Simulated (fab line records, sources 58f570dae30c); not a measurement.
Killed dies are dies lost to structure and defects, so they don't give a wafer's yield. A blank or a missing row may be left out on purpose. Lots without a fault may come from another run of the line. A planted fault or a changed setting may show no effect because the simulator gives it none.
Which tool did it? | flow berkeley_cmos170 | 14 lots, 42 wafers sampled, at 2 steps of a route of 331

WHAT THE GAUGES READ, wafer by wafer
UCB170_ACTIVE_CD_MEAS_90: target cd 1200 nm. Usual: cd_nm 1199.9 nm, standard deviation 1.2.
lot  | measured    | on        | cd_nm (nm)           | flag
L168 | day 4 16:20 | cd_sem-01 | 1201.7 1202.2 1203.0 |
L170 | day 5 03:05 | cd_sem-01 | 1200.6 1200.7 1199.9 |
L169 | day 5 03:11 | cd_sem-01 | 1199.1 1199.2 1199.1 |
L171 | day 5 12:54 | cd_sem-01 | 1199.4 1198.7 1199.0 |
L175 | day 6 06:32 | cd_sem-01 | 1198.4 1198.7 1198.7 |
L180 | day 6 19:10 | cd_sem-02 | 1200.4 1200.6 1200.4 |
L179 | day 7 05:23 | cd_sem-01 | 1202.0 1200.5 1202.0 |
L181 | day 7 05:40 | cd_sem-01 | 1201.0 1199.5 1199.6 |
L185 | day 7 18:10 | cd_sem-01 | 1198.6 1197.8 1199.1 |
L186 | day 7 18:40 | cd_sem-01 | 1198.4 1198.9 1200.3 |
L188 | day 8 10:02 | cd_sem-02 | 1197.7 1201.1 1201.0 |
L189 | day 8 15:30 | cd_sem-02 | 1199.1 1200.3 1200.2 |
L191 | day 8 15:38 | cd_sem-01 | 1201.2 1199.7 1200.4 |
L190 | day 8 15:26 | cd_sem-01 | 1199.6 1198.8 1201.2 |

WHICH TOOL RAN EACH LOT (tool, then ch and the chambers of the sampled wafers, then the start)
lot  | UCB170_PWELL_IMPLANT_15
L168 | implanter-01 ch 0, day 3 03:14
L170 | implanter-02 ch 0, day 3 16:14
L169 | implanter-03 ch 0, day 3 16:34
L171 | implanter-02 ch 0, day 4 01:40
L175 | implanter-02 ch 0, day 5 06:11
L180 | implanter-02 ch 0, day 5 17:42
L179 | implanter-02 ch 0, day 5 19:33
L181 | implanter-03 ch 0, day 6 03:22
L185 | implanter-03 ch 0, day 6 10:55
L186 | implanter-01 ch 0, day 6 16:40
L188 | implanter-01 ch 0, day 7 03:07
L189 | implanter-03 ch 0, day 7 11:07
L191 | implanter-01 ch 0, day 7 14:35
L190 | implanter-01 ch 0, day 7 14:51
- UCB170_PWELL_IMPLANT_15

WHAT THE TOOLS THEMSELVES READ (means of the sampled wafers that have a number; where no wafer has one, the mark that the record gives instead)
UCB170_PWELL_IMPLANT_15. Usual: end_station_pressure_torr 5.01e-06 Torr, standard deviation 2.9e-07; tilt_deg 7.002 degrees, standard deviation 0.02.
lot  | tool         | end_station_pressure_torr (Torr) | tilt_deg (degrees) | flag
L168 | implanter-01 | 5.06e-06                         | 6.994              |
L170 | implanter-02 | 5.09e-06                         | 6.987              |
L169 | implanter-03 | 5.17e-06                         | 6.995              |
L171 | implanter-02 | 4.98e-06                         | 7.025              |
L175 | implanter-02 | 5.22e-06                         | 7.003              |
L180 | implanter-02 | 4.98e-06                         | 7.688              | OFF
L179 | implanter-02 | 4.73e-06                         | 7.678              | OFF
L181 | implanter-03 | 5.25e-06                         | 7.008              |
L185 | implanter-03 | 4.94e-06                         | 7.024              |
L186 | implanter-01 | 4.90e-06                         | 7.019              |
L188 | implanter-01 | 4.81e-06                         | 7.016              |
L189 | implanter-03 | 4.99e-06                         | 6.976              |
L191 | implanter-01 | 4.89e-06                         | 6.999              |
L190 | implanter-01 | 4.87e-06                         | 7.005              |

THE ANSWER, worked out from the rows above alone
Rule: a lot is off if the mean of its wafers that have a number lies more than 3 standard deviations from the usual mean. A lot without any number at a reading at which 4 lots or more have one is off too. The other lots that the step has rows for count as sound. The gauges are gone through in route order, then the tools' own readings, and for those a lot's mean is taken as printed above. The first step at which some lot is off is used, and at that step the reading that is off furthest; a lot without a number counts as furthest.
Off: L180, L179, at UCB170_PWELL_IMPLANT_15 (tilt_deg).
A tool fits if, at that step or a process step before it, it ran every lot that is off, and no sound lot after the first of them. One fits: implanter-02 at UCB170_PWELL_IMPLANT_15. Its last sound lot is L175 (day 5 06:11), its first lot that is off L180 (day 5 17:42): a fault that began between those two fits.
The tool's own readings at UCB170_PWELL_IMPLANT_15 bear it out: on the lots that are off they differ by more than 5 times the standard deviation of the sound lots' means. tilt_deg reads 7.683 degrees there against 7.004 degrees on the sound lots.

WHAT THE SIMULATOR HAD PUT IN
Process parameter drift: implanter-02, from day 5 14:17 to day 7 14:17, at UCB170_PWELL_IMPLANT_15. Setting tilt_deg, moved by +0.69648, from 7. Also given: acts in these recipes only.
Lots struck among those shown: L180, L179. The rule above found the same.
